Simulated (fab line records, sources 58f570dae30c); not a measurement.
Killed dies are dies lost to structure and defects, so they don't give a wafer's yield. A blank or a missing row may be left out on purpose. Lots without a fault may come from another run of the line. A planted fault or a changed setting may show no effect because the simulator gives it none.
One fault seen from 2 desks | flow berkeley_cmos170 | each desk has only its own numbers; what lay behind them comes last

THE METROLOGY DESK
What the gauges read, lot by lot, whatever tool the lot ran on: means of the sampled wafers that have a number. A lot is out of limits, marked OUT, if its mean lies more than 4 standard deviations from the usual mean; the brackets give that distance.
Columns: A = M1_AL_RS at UCB170_M1_RS_MEAS_01, usual 0.0486 ohm/sq
lot  | first seen here | A
L834 | day 6 20:59     | 0.0482
L835 | day 7 10:47     | 0.0485
L842 | day 8 12:35     | 0.0484
L845 | day 9 04:30     | 0.0490
L847 | day 9 15:20     | 0.0480
L848 | day 10 06:43    | 0.0481
L849 | day 10 15:19    | 0.0486
L852 | day 10 18:37    | 0.0491
L853 | day 11 03:35    | 0.0484
L854 | day 11 03:56    | 0.0487
L855 | day 11 15:07    | 0.0491
L856 | day 12 04:40    | 0.0480
This desk's finding: nothing out of limits on any of the 12 lots.

THE TOOL OWNER'S DESK: furnace-03
The tool's own readings at UCB170_START_OXIDATION_02 (target thk 20 nm, ox time 1800 s): means of the sampled wafers that have a number, for each lot that ran on this tool. A lot is out of limits, marked OUT, if its mean lies more than 4 standard deviations from the usual mean; the brackets give that distance.
Columns: A = ox_temp_c at UCB170_START_OXIDATION_02, usual 950.0 C; B = ox_temp_c_max at UCB170_START_OXIDATION_02, usual 954.5
lot  | first seen here | A     | B
L834 | day 1 16:30     | 950.1 | 953.8
L835 | day 1 23:36     | 950.0 | 953.8
L847 | day 4 10:41     | 949.9 | 953.5
L852 | day 5 10:47     | 949.7 | 953.4
L853 | day 5 17:28     | 950.5 | 953.9
L856 | day 6 08:35     | 950.0 | 953.7
This desk's finding: nothing out of limits on any of the 6 lots.

PUT TOGETHER
The metrology desk saw nothing out of limits.
The tool owner's desk saw nothing out of limits.

WHAT THE SIMULATOR HAD PUT IN
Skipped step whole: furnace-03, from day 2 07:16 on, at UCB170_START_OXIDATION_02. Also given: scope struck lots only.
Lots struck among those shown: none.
